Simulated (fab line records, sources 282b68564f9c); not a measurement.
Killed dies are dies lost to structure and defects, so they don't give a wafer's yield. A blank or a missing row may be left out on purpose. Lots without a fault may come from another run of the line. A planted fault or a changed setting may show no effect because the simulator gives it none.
Which tool did it? | flow rit_cmos | 14 lots, 42 wafers sampled, at 4 steps of a route of 202

WHAT THE GAUGES READ, wafer by wafer
RIT_CONTACT_THK_MEAS_01.
lot  | measured    | on            | CONTACT_TEOS_THK (nm)
L311 | day 3 08:05 | film_metro-02 | 394 404 402
L313 | day 3 13:29 | film_metro-03 | 395 398 405
L314 | day 3 19:44 | film_metro-03 | 391 397 393
L315 | day 3 23:22 | film_metro-03 | 398 404 404
L317 | day 4 08:55 | film_metro-04 | 391 398 401
L318 | day 4 13:16 | film_metro-02 | 402 397 404
L319 | day 4 19:04 | film_metro-04 | 395 407 402
L324 | day 5 19:59 | film_metro-04 | 394 397 401
L326 | day 6 06:32 | film_metro-02 | 388 389 394
L328 | day 6 17:56 | film_metro-03 | 401 402 408
L329 | day 6 22:02 | film_metro-04 | 397 402 399
L331 | day 7 06:50 | film_metro-02 | 400 407 407
L332 | day 7 10:58 | film_metro-03 | 393 397 405
L334 | day 7 20:56 | film_metro-04 | 395 400 401

WHICH TOOL RAN EACH LOT (tool, then ch and the chambers of the sampled wafers, then the start)
lot  | RIT_SDANNEAL_RTA_03             | RIT_SILICIDE_RTA_06             | RIT_CONTACT_CVD_00
L311 | rtp_anneal-02 ch 0, day 3 06:59 | rtp_anneal-02 ch 0, day 3 07:58 | pecvd-04 ch 0,1,2, day 3 08:02
L313 | rtp_anneal-02 ch 0, day 3 12:22 | rtp_anneal-02 ch 0, day 3 13:22 | pecvd-01 ch 1,2, day 3 13:26
L314 | rtp_anneal-01 ch 0, day 3 18:37 | rtp_anneal-01 ch 0, day 3 19:37 | pecvd-04 ch 0,1,2, day 3 19:40
L315 | rtp_anneal-02 ch 0, day 3 22:15 | rtp_anneal-02 ch 0, day 3 23:16 | pecvd-02 ch 0,2, day 3 23:19
L317 | rtp_anneal-02 ch 0, day 4 07:48 | rtp_anneal-02 ch 0, day 4 08:47 | pecvd-04 ch 0,1,2, day 4 08:51
L318 | rtp_anneal-01 ch 0, day 4 12:10 | rtp_anneal-01 ch 0, day 4 13:09 | pecvd-02 ch 0,1, day 4 13:13
L319 | rtp_anneal-02 ch 0, day 4 17:56 | rtp_anneal-02 ch 0, day 4 18:58 | pecvd-01 ch 0,1,2, day 4 19:01
L324 | rtp_anneal-01 ch 0, day 5 18:52 | rtp_anneal-01 ch 0, day 5 19:52 | pecvd-02 ch 0,1,2, day 5 19:55
L326 | rtp_anneal-01 ch 0, day 6 05:18 | rtp_anneal-01 ch 0, day 6 06:21 | pecvd-04 ch 0,1,2, day 6 06:29
L328 | rtp_anneal-01 ch 0, day 6 16:43 | rtp_anneal-01 ch 0, day 6 17:47 | pecvd-01 ch 0,2, day 6 17:52
L329 | rtp_anneal-01 ch 0, day 6 20:50 | rtp_anneal-01 ch 0, day 6 21:53 | pecvd-04 ch 0,1,2, day 6 21:58
L331 | rtp_anneal-01 ch 0, day 7 05:35 | rtp_anneal-01 ch 0, day 7 06:38 | pecvd-01 ch 0, day 7 06:46
L332 | rtp_anneal-02 ch 0, day 7 09:51 | rtp_anneal-02 ch 0, day 7 10:50 | pecvd-04 ch 0,2, day 7 10:54
L334 | rtp_anneal-02 ch 0, day 7 19:50 | rtp_anneal-02 ch 0, day 7 20:49 | pecvd-01 ch 0,1,2, day 7 20:52
- RIT_SDANNEAL_RTA_03: time 5 s.
- RIT_SILICIDE_RTA_06: time 10 s, ramp up 5 s, ramp down 10 s.
- RIT_CONTACT_CVD_00: deposits SiO2 from TEOS, target thk 400 nm, time 61 s.

WHAT THE TOOLS THEMSELVES READ (means of the sampled wafers that have a number; where no wafer has one, the mark that the record gives instead)
RIT_SDANNEAL_RTA_03.
lot  | tool          | ramp_down_c_per_s | wafer_temp_C_max
L311 | rtp_anneal-02 | 170.99            | 1053.3
L313 | rtp_anneal-02 | 171.00            | 1053.7
L314 | rtp_anneal-01 | 170.98            | 1052.7
L315 | rtp_anneal-02 | 171.00            | 1053.5
L317 | rtp_anneal-02 | 34.20             | 1053.6
L318 | rtp_anneal-01 | 171.01            | 1053.4
L319 | rtp_anneal-02 | 34.19             | 1053.9
L324 | rtp_anneal-01 | 171.02            | 1052.8
L326 | rtp_anneal-01 | 170.98            | 1053.4
L328 | rtp_anneal-01 | 170.98            | 1054.3
L329 | rtp_anneal-01 | 171.02            | 1053.5
L331 | rtp_anneal-01 | 170.98            | 1054.1
L332 | rtp_anneal-02 | 170.99            | 1052.8
L334 | rtp_anneal-02 | 170.98            | 1054.6

RIT_SILICIDE_RTA_06.
lot  | tool          | wafer_temp_C_max
L311 | rtp_anneal-02 | 753.9
L313 | rtp_anneal-02 | 754.0
L314 | rtp_anneal-01 | 754.4
L315 | rtp_anneal-02 | 754.9
L317 | rtp_anneal-02 | 754.4
L318 | rtp_anneal-01 | 753.9
L319 | rtp_anneal-02 | 754.6
L324 | rtp_anneal-01 | 754.1
L326 | rtp_anneal-01 | 754.2
L328 | rtp_anneal-01 | 755.2
L329 | rtp_anneal-01 | 755.1
L331 | rtp_anneal-01 | 754.5
L332 | rtp_anneal-02 | 754.3
L334 | rtp_anneal-02 | 754.6

RIT_CONTACT_CVD_00.
lot  | tool     | heater_power_w (W)
L311 | pecvd-04 | 302
L313 | pecvd-01 | 289
L314 | pecvd-04 | 284
L315 | pecvd-02 | 317
L317 | pecvd-04 | 306
L318 | pecvd-02 | 328
L319 | pecvd-01 | 267
L324 | pecvd-02 | 291
L326 | pecvd-04 | 326
L328 | pecvd-01 | 267
L329 | pecvd-04 | 298
L331 | pecvd-01 | 237
L332 | pecvd-04 | 248
L334 | pecvd-01 | 299

THE ANSWER, worked out from the rows above alone
Rule: what is usual is taken from the lots themselves. Put in order of their means at a reading, lots are off if they are a third of the lots or fewer, leave a main group of 4 or more, and stand apart from it by a gap of 3 or more times the standard deviation of the main group's means; of several such gaps the widest counts. A main group whose means are all the same, to the digits that the tables above print for the reading, isn't used. A lot without any number at a reading at which 4 lots or more have one is off too. The other lots that the step has rows for count as sound. The gauges are gone through in route order, then the tools' own readings, and for those a lot's mean is taken as printed above. The first step at which some lot is off is used, and at that step the reading that is off furthest; a lot without a number counts as furthest.
Off: L317, L319, at RIT_SDANNEAL_RTA_03 (ramp_down_c_per_s). The main group: mean 170.99, standard deviation 0.015.
A tool fits if, at that step or a process step before it, it ran every lot that is off, and no sound lot after the first of them. None of those tried fits.

WHAT THE SIMULATOR HAD PUT IN
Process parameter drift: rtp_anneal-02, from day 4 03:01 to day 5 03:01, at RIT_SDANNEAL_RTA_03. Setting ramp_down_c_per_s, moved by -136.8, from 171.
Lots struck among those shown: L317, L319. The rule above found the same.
